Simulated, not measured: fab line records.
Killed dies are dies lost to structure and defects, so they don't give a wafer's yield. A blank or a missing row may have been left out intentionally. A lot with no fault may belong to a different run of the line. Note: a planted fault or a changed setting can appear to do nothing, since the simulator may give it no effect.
fab line records	flow ritCmos
record: lots: 14	wafers: 42	lastDay: 8
route steps=202 shown PWELL@47 NRETRO@62 NLDD@112 CONTACT@181 M1@202
lots with no fault: from the same line, run without faults
startH: hours from the record's first day to the start of the lot's first wafer shown	waitH: how many hours have passed since the lot's step before this one	" repeats the value in the row above	L1.1+2: one row covering several wafers at once	- no value, or no start was given	* or withheld: withheld	< > ~ a bound
route shown NAME@n: NAME is a module with steps in the file, n the number in the route of the first one	usual: the fault-free wafers' mean and standard deviation	same: alike in all rows	chamber/n: place in a boat	sites: per-site readings	_std_site: the standard deviation of these	_edge_site: mean of outer sites minus mean of inner sites	radiusMm: how far each site lies from the wafer's centre	mask NAME#n: copy n	behind: the most recent tool/chamber to have shaped the wafer	hold: cause of the lot's hold/its duration in hours/its outcome	device: the transistor (n, p or np) that didn't switch	end of line: at the end of the route, the tests of the same wafers	a step without rows: its recipe alone	killed: dies lost to structure and defects at the first sort, not the wafer's yield	map: a wafer's dies, marking killed ones x, the rest . and places with no die _
set.NAME: the run value of the setting; set.NAME@STEP: its run value at that earlier step	model.NAME: the simulator's own value behind a step, which no gauge read
a sample of lots followed through the steps of the route, with each step as a table and each wafer as a row
services: the hour from which a tool's chamber was out of use, counted from the record's first day as startH (under 0 if before that day), plus the number of hours and why
== steps ==
step: RIT_PWELL_IMPLANT_08
recipe: species: B	energyKev: 170	doseCm2: 7.096e+13	tiltDeg: 7
usual: tiltDeg: 7.000/0.021
lot.wafer	tool	chamber	startH	waitH	tiltDeg
L382.2	implanter-03	0	25.57	0.2	7.014
L382.5	"	0	"	"	6.972
L382.6	"	0	"	"	6.997
L383.1	implanter-03	0	32.40	0.2	7.031
L383.3	"	0	"	"	7.031
L383.4	"	0	"	"	6.993
L385.2	implanter-03	0	39.64	0.2	7.022
L385.5	"	0	"	"	7.027
L385.6	"	0	"	"	7.024
L386.3	implanter-03	0	48.03	0.2	6.963
L386.4	"	0	"	"	6.967
L386.6	"	0	"	"	6.987
L387.1	implanter-03	0	50.60	0.2	7.026
L387.3	"	0	"	"	7.038
L387.5	"	0	"	"	7.028
L389.1	implanter-01	0	66.94	0.2	6.982
L389.2	"	0	"	"	7.013
L389.3	"	0	"	"	7.022
L392.2	implanter-01	0	78.15	0.2	6.997
L392.5	"	0	"	"	6.990
L392.6	"	0	"	"	6.991
L393.2	implanter-03	0	83.28	0.2	7.036
L393.3	"	0	"	"	6.988
L393.6	"	0	"	"	7.023
L394.3	implanter-03	0	84.55	0.2	7.008
L394.4	"	0	"	"	7.012
L394.5	"	0	"	"	7.027
L399.2	implanter-01	0	115.23	0.2	6.993
L399.3	"	0	"	"	7.003
L399.6	"	0	"	"	6.985
L400.2	implanter-03	0	118.54	0.2	6.993
L400.5	"	0	"	"	6.997
L400.6	"	0	"	"	6.978
L401.2	implanter-01	0	122.87	0.2	7.014
L401.5	"	0	"	"	6.970
L401.6	"	0	"	"	7.018
L402.1	implanter-01	0	126.58	0.2	7.012
L402.2	"	0	"	"	7.031
L402.6	"	0	"	"	7.050
L405.2	implanter-04	0	152.02	0.2	6.977
L405.3	"	0	"	"	6.997
L405.5	"	0	"	"	6.980
step: RIT_WELLDRIVE_RS_MEAS_02
recipe: thkMeasGauge: four-point-probe
usual: PWELL_RS: 426.1/1.5
lot.wafer	tool	chamber	startH	waitH	PWELL_RS[ohm/sq]
L382.2	filmMetro-01	-	32.76	0.1	425.3
L382.5	"	-	"	"	425.3
L382.6	"	-	"	"	425.4
L383.1	filmMetro-01	-	39.14	0.1	427.6
L383.3	"	-	"	"	427.1
L383.4	"	-	"	"	426.6
L385.2	filmMetro-01	-	45.22	0.1	426.7
L385.5	"	-	"	"	427.6
L385.6	"	-	"	"	428.2
L386.3	filmMetro-01	-	53.61	0.1	425.8
L386.4	"	-	"	"	426.6
L386.6	"	-	"	"	428.3
L387.1	filmMetro-02	-	58.65	0.1	424.5
L387.3	"	-	"	"	426.8
L387.5	"	-	"	"	425.1
L389.1	filmMetro-01	-	73.07	0.1	426.2
L389.2	"	-	"	"	428.2
L389.3	"	-	"	"	428.9
L392.2	filmMetro-04	-	84.42	0.1	424.9
L392.5	"	-	"	"	424.1
L392.6	"	-	"	"	425.6
L393.2	filmMetro-02	-	88.87	0.1	426.0
L393.3	"	-	"	"	426.8
L393.6	"	-	"	"	426.7
L394.3	filmMetro-04	-	90.13	0.1	424.9
L394.4	"	-	"	"	424.3
L394.5	"	-	"	"	425.4
L399.2	filmMetro-01	-	121.61	0.1	425.3
L399.3	"	-	"	"	424.6
L399.6	"	-	"	"	424.8
L400.2	filmMetro-04	-	124.13	0.1	425.5
L400.5	"	-	"	"	426.2
L400.6	"	-	"	"	425.7
L401.2	filmMetro-04	-	128.45	0.1	431.8
L401.5	"	-	"	"	431.0
L401.6	"	-	"	"	433.1
L402.1	filmMetro-01	-	133.69	0.1	435.8
L402.2	"	-	"	"	434.2
L402.6	"	-	"	"	433.0
L405.2	filmMetro-01	-	158.18	0.1	425.0
L405.3	"	-	"	"	425.9
L405.5	"	-	"	"	424.8
step: RIT_NRETRO_STRIP_09
recipe: chemistry: O2	timeS: 180	resist: NOVOLAK	platenTempC: withheld	powerW: 500	pressureMtorr: 4000	o2FlowSccm: 4000
usual: drypumpMotorCurrentA: 5.7/0.52
lot.wafer	tool	chamber	startH	waitH	drypumpMotorCurrentA	rfHoursCounterH
L382.2	plasmaAsher-03	1	34.18	0.1	5.4	23
L382.5	"	1	"	"	5.4	-
L382.6	"	0	"	"	6.2	-
L383.1	plasmaAsher-04	0	40.78	0.1	5.1	41
L383.3	"	1	"	"	6.2	-
L383.4	"	0	"	"	5.1	-
L385.2	plasmaAsher-04	0	46.85	0.1	5.1	42
L385.5	"	1	"	"	6.1	-
L385.6	"	0	"	"	5.1	-
L386.3	plasmaAsher-03	0	55.10	0.1	6.1	-
L386.4	"	1	"	"	5.4	-
L386.6	"	0	"	"	6.1	-
L387.1	plasmaAsher-04	1	60.08	0.1	6.1	44
L387.3	"	1	"	"	6.1	-
L387.5	"	0	"	"	5.1	-
L389.1	plasmaAsher-04	0	74.63	0.1	5.1	45
L389.2	"	1	"	"	6.1	45
L389.3	"	1	"	"	6.1	-
L392.2	plasmaAsher-01	0	85.84	0.1	5.1	44
L392.5	"	0	"	"	5.0	-
L392.6	"	1	"	"	6.4	-
L393.2	plasmaAsher-03	0	90.28	0.1	6.1	30
L393.3	"	1	"	"	5.4	-
L393.6	"	1	"	"	5.5	-
L394.3	plasmaAsher-04	1	91.69	0.1	6.1	-
L394.4	"	0	"	"	5.1	-
L394.5	"	0	"	"	5.1	-
L399.2	plasmaAsher-03	1	123.03	0.1	5.4	34
L399.3	"	1	"	"	5.4	-
L399.6	"	1	"	"	5.4	-
L400.2	plasmaAsher-04	1	125.54	0.1	6.1	51
L400.5	"	0	"	"	5.1	-
L400.6	"	1	"	"	6.1	-
L401.2	plasmaAsher-01	1	129.87	0.1	6.4	47
L401.5	"	1	"	"	6.4	-
L401.6	"	0	"	"	5.1	-
L402.1	plasmaAsher-01	0	135.13	0.1	5.1	48
L402.2	"	1	"	"	6.4	48
L402.6	"	0	"	"	5.1	-
L405.2	plasmaAsher-04	1	159.60	0.1	6.2	55
L405.3	"	1	"	"	6.1	-
L405.5	"	1	"	"	6.2	-
step: RIT_NLDD_STRIP_09
recipe: chemistry: O2	timeS: 180	resist: NOVOLAK	platenTempC: withheld	powerW: 500	pressureMtorr: 4000	o2FlowSccm: 4000
usual: drypumpMotorCurrentA: 5.9/0.38
lot.wafer	tool	chamber	startH	waitH	drypumpMotorCurrentA	rfHoursCounterH
L382.2	plasmaAsher-03	0	48.85	0.1	6.2	25
L382.5	"	1	"	"	5.5	-
L382.6	"	0	"	"	6.1	-
L383.1	plasmaAsher-03	1	57.01	0.1	5.4	26
L383.3	"	0	"	"	6.1	-
L383.4	"	1	"	"	5.4	-
L385.2	plasmaAsher-03	0	66.89	0.1	6.2	27
L385.5	"	0	"	"	6.1	-
L385.6	"	1	"	"	5.4	-
L386.3	plasmaAsher-02	0	74.70	0.1	6.1	-
L386.4	"	1	"	"	6.1	-
L386.6	"	1	"	"	6.2	-
L387.1	plasmaAsher-01	0	77.20	0.1	5.1	43
L387.3	"	1	"	"	6.4	-
L387.5	"	0	"	"	5.1	-
L389.1	plasmaAsher-03	1	91.76	0.1	5.4	30
L389.2	"	0	"	"	6.1	30
L389.3	"	0	"	"	6.2	-
L392.2	plasmaAsher-02	1	101.81	0.1	6.1	43
L392.5	"	0	"	"	6.1	-
L392.6	"	1	"	"	6.1	-
L393.2	plasmaAsher-03	1	107.90	0.1	5.4	31
L393.3	"	1	"	"	5.4	-
L393.6	"	0	"	"	6.1	-
L394.3	plasmaAsher-02	1	108.20	0.1	6.1	-
L394.4	"	0	"	"	6.0	-
L394.5	"	1	"	"	6.1	-
L399.2	plasmaAsher-03	1	147.01	0.1	5.4	36
L399.3	"	1	"	"	5.4	-
L399.6	"	0	"	"	6.1	-
L400.2	plasmaAsher-02	0	147.13	0.1	6.1	3
L400.5	"	0	"	"	6.1	-
L400.6	"	1	"	"	6.1	-
L401.2	plasmaAsher-03	0	153.27	0.1	6.2	36
L401.5	"	1	"	"	5.4	-
L401.6	"	0	"	"	6.1	-
L402.1	plasmaAsher-02	1	153.68	0.1	6.2	3
L402.2	"	0	"	"	6.0	3
L402.6	"	1	"	"	6.2	-
L405.2	plasmaAsher-02	1	180.28	0.1	6.1	6
L405.3	"	1	"	"	6.1	-
L405.5	"	0	"	"	6.1	-
step: RIT_CONTACT_CD_MEAS_90
recipe: targetCdNm: 1000
usual: cdNm: 1000.4/2.1
lot.wafer	tool	chamber	startH	waitH	cdNm
L382.2	cdSem-02	-	59.36	0.1	998.2
L382.5	"	-	"	"	996.4
L382.6	"	-	"	"	997.9
L383.1	cdSem-01	-	68.67	0.1	1002.4
L383.3	"	-	"	"	1004.7
L383.4	"	-	"	"	1003.7
L385.2	cdSem-02	-	79.83	0.1	1000.1
L385.5	"	-	"	"	997.7
L385.6	"	-	"	"	998.9
L386.3	cdSem-01	-	86.47	0.1	999.9
L386.4	"	-	"	"	1000.4
L386.6	"	-	"	"	1001.3
L387.1	cdSem-02	-	89.04	0.1	1004.8
L387.3	"	-	"	"	1001.7
L387.5	"	-	"	"	1002.2
L389.1	cdSem-02	-	104.84	0.1	997.5
L389.2	"	-	"	"	999.4
L389.3	"	-	"	"	1000.3
L392.2	cdSem-01	-	113.64	0.1	1000.3
L392.5	"	-	"	"	1003.1
L392.6	"	-	"	"	1002.6
L393.2	cdSem-01	-	121.38	0.1	1000.7
L393.3	"	-	"	"	1002.3
L393.6	"	-	"	"	1002.0
L394.3	cdSem-02	-	121.87	0.1	998.9
L394.4	"	-	"	"	997.4
L394.5	"	-	"	"	996.3
L399.2	cdSem-01	-	157.73	0.1	1000.7
L399.3	"	-	"	"	1002.6
L399.6	"	-	"	"	998.7
L400.2	cdSem-02	-	159.01	0.1	1001.6
L400.5	"	-	"	"	1000.0
L400.6	"	-	"	"	1002.0
L401.2	cdSem-01	-	165.39	0.1	1001.2
L401.5	"	-	"	"	1001.2
L401.6	"	-	"	"	999.4
L402.1	cdSem-02	-	165.72	0.1	1000.2
L402.2	"	-	"	"	1001.9
L402.6	"	-	"	"	1001.8
L405.2	cdSem-02	-	192.29	0.1	1000.9
L405.3	"	-	"	"	999.5
L405.5	"	-	"	"	999.0
step: RIT_M1_PROBE_99
usual: killedAtContacts: 0.0/0.16	killedAtFrontEnd: 7/3.1	killedDies: 7/3.1	killedOpen: 3.6/2.2	killedShort: 3.4/2.1
same: grossDies: 264	killed_at_M0_to_M3: 0	killed_at_M4_up: 0	killedAtBackSide: 0	killedAtOther: 0
lot.wafer	tool	chamber	startH	waitH	killedAtContacts	killedAtFrontEnd	killedDies	killedOpen	killedShort
L400.2	prober-01	-	163.79	0.1	0	10	10	5	5
L400.5	prober-01	-	163.94	0.2	0	4	4	2	2
L400.6	prober-01	-	163.99	0.2	0	10	10	4	6
L401.2	prober-01	-	170.06	0.1	0	2	2	0	2
L401.5	prober-01	-	170.21	0.2	0	6	6	4	2
L401.6	prober-01	-	170.26	0.2	0	9	9	7	2
killed by level:class
L400.2 FOX2:geometricParticle:open=2 GATE:geometricParticle:short=2 FOX1:geometricParticle:short=1 FOX1:geometricParticle:open=1 FOX2:geometricParticle:short=1 SPACER:geometricParticle:open=1 SPACER:geometricParticle:short=1 SILICIDE:geometricParticle:open=1
L400.5 FOX1:geometricParticle:open=1 FOX1:geometricParticle:short=1 GATE:geometricParticle:open=1 SPACER:geometricParticle:short=1
L400.6 GATE:geometricParticle:short=5 FOX2:geometricParticle:open=2 SPACER:geometricParticle:open=2 FOX1:geometricParticle:short=1
L401.2 GATE:geometricParticle:short=1 SPACER:geometricParticle:short=1
L401.5 REOX:geometricParticle:open=3 FOX1:geometricParticle:open=1 REOX:geometricParticle:short=1 SPACER:geometricParticle:short=1
L401.6 GATE:geometricParticle:open=4 REOX:geometricParticle:open=2 FOX2:geometricParticle:short=1 FOX2:geometricParticle:open=1 GATE:geometricParticle:short=1
== services ==
tool	chamber	startH	hours	kind
plasmaAsher-01	-	10.81	3.7	repair
implanter-01	-	22.32	3.6	pm
implanter-04	-	30.57	3.9	repair
plasmaAsher-02	-	34.74	1.7	repair
plasmaAsher-01	-	38.09	5.4	repair
plasmaAsher-02	-	68.80	1.6	repair
plasmaAsher-01	-	100.24	14.6	pm
plasmaAsher-03	-	103.58	2.8	pm
plasmaAsher-02	-	108.75	9.0	pm
plasmaAsher-02	0	108.75	9.0	ventCycle
plasmaAsher-02	1	108.75	9.0	ventCycle
plasmaAsher-02	0	117.75	-	clean
plasmaAsher-02	1	117.75	-	clean
implanter-03	-	122.56	1.8	repair
implanter-04	-	125.08	2.3	repair
implanter-04	-	175.35	8.5	repair
implanter-01	-	175.36	1.1	repair
== key ==
firstSign: step: RIT_WELLDRIVE_RS_MEAS_02	reading: PWELL_RS	direction: up	sigmas: 4.7	usual: 426.1	struck: 433.2
effect none on later readings
metAt RIT_PWELL_IMPLANT_08
struckLots L401,L402
testerLeftOut L401,L402
notActingAt RIT_NRETRO_STRIP_09,RIT_NLDD_STRIP_09,RIT_CONTACT_CD_MEAS_90
onsetBetween 115.23 122.87
fault: kind: processParameterDrift	tool: implanter-01	chamber: -	onsetH: 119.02	steps: RIT_PWELL_IMPLANT_08	channel: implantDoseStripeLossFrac	offset: 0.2	shape: step	endH: 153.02
testerLeftOut: of these lots the tester's yield and bins aren't shown, on N5 and GAA mostly nor the transistor test; their killed dies are dies lost to structure and defects alone, not to doping, threshold or leakage, so they don't give the yield
